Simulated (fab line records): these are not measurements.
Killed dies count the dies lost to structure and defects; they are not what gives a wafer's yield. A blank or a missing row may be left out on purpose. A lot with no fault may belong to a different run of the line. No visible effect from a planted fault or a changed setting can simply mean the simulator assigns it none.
Matching of chambers + flow berkeley_cmos170 + pecvd-02 running UCB170_V1_CVD_00: 3 sister chambers
The step deposits SiO2 from TEOS/O2, target thk 2000 nm, time 250 s. 16 wafers are shown with their chamber, then 8 later ones without.

== WAFERS WITH THEIR CHAMBER ==
| wafer  | chamber | heater_power_w (W) |
|--------|---------|--------------------|
| L968.2 | 2       | 319                |
| L968.4 | 1       | 281                |
| L968.6 | 0       | 265                |
| L971.1 | 1       | 397                |
| L971.3 | 2       | 256                |
| L971.4 | 1       | 287                |
| L973.2 | 2       | 311                |
| L973.4 | 2       | 363                |
| L973.6 | 0       | 186                |
| L979.3 | 0       | 184                |
| L979.4 | 2       | 265                |
| L979.5 | 0       | 256                |
| L980.3 | 1       | 285                |
| L980.4 | 2       | 261                |
| L980.5 | 1       | 371                |
| L981.1 | 1       | 289                |

SIGNATURES (means of the wafers above)
| reading        | chamber 0 | chamber 1 | chamber 2 | scatter within a chamber |
|----------------|-----------|-----------|-----------|--------------------------|
| heater_power_w | 222.75    | 318.33    | 295.83    | 46.5                     |
Rule: for a wafer and a chamber, the distance is found by dividing, reading by reading, the gap between the wafer's reading and the chamber's mean by the reading's scatter, squaring, summing and taking the root. The wafer belongs to the nearest chamber; if the next one is less than 2 further off, it can't be placed. The scatter: take each reading less its chamber's mean, square it, sum over the shown wafers, divide by the number of wafers less the number of chambers, and take the root.

== WAFERS WITHOUT THEIR CHAMBER ==
| wafer  | heater_power_w (W) |
|--------|--------------------|
| L981.4 | 365                |
| L981.5 | 346                |
| L982.2 | 348                |
| L982.4 | 270                |
| L982.5 | 263                |
| L985.1 | 204                |
| L985.2 | 285                |
| L985.5 | 266                |

== CHAMBER TAKEN BY EACH ==
| wafer  | from the rows above          | in truth |
|--------|------------------------------|----------|
| L981.4 | can't be placed: 1 or 2      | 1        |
| L981.5 | can't be placed: 1 or 2      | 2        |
| L982.2 | can't be placed: 1 or 2      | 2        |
| L982.4 | can't be placed: 2 or 0 or 1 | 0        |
| L982.5 | can't be placed: 2 or 0 or 1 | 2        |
| L985.1 | can't be placed: 0 or 2      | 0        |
| L985.2 | can't be placed: 2 or 1 or 0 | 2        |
| L985.5 | can't be placed: 2 or 0 or 1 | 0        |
Placed correctly: 0 of 8. Cannot be placed on the basis of these rows: 8; the candidates contain the true chamber in 8. Placed wrongly: 0.
